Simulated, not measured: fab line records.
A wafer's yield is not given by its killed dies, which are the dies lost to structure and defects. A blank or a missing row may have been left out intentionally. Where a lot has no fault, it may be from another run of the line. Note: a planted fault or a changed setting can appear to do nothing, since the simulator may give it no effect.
Matching of chambers	flow rit-cmos	RIT_CONTACT_ETCH_11 on rie-diel-02: 4 sister chambers
The step etches SiO2 in CHF3/CF4/Ar, stops on TiSi2, target depth 480 nm, time 320 s. 4 wafers are shown with their chamber, then 8 later ones without.

## WAFERS WITH THEIR CHAMBER
wafer	chamber	drypump-motor-current-A (A)
L722.3	3	6.4
L722.5	1	5.6
L722.6	2	5.9
L729.2	0	5.4

## WAFERS WITH NO CHAMBER GIVEN
wafer	drypump-motor-current-A (A)
L729.4	5.6
L729.6	5.4
L730.2	5.9
L730.4	5.5
L730.6	6.0
L733.2	6.3
L733.4	5.5
L733.6	6.0

## EACH ONE'S CHAMBER
wafer	from the rows above	in truth
L729.4	1	1
L729.6	0	0
L730.2	2	2
L730.4	can't be placed: 0 or 1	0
L730.6	2	2
L733.2	3	3
L733.4	can't be placed: 0 or 1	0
L733.6	2	2
Placed correctly: 6 of 8. Not placeable from these rows: 2 (in 2, the candidates include the true chamber). Wrongly placed: 0.
How it was worked out, from the rows above alone: a wafer's distance from a chamber is the root of the sum, over the readings, of the square of ((its reading less the chamber's mean) divided by the reading's scatter). The wafer belongs to the nearest chamber; if the next one is less than 2 further off, it can't be placed. Each chamber's mean is taken over the wafers shown for it. The scatter (one wafer shown for each chamber): square how far every hidden wafer sits from the nearest shown wafer, average those squares and take the square root.
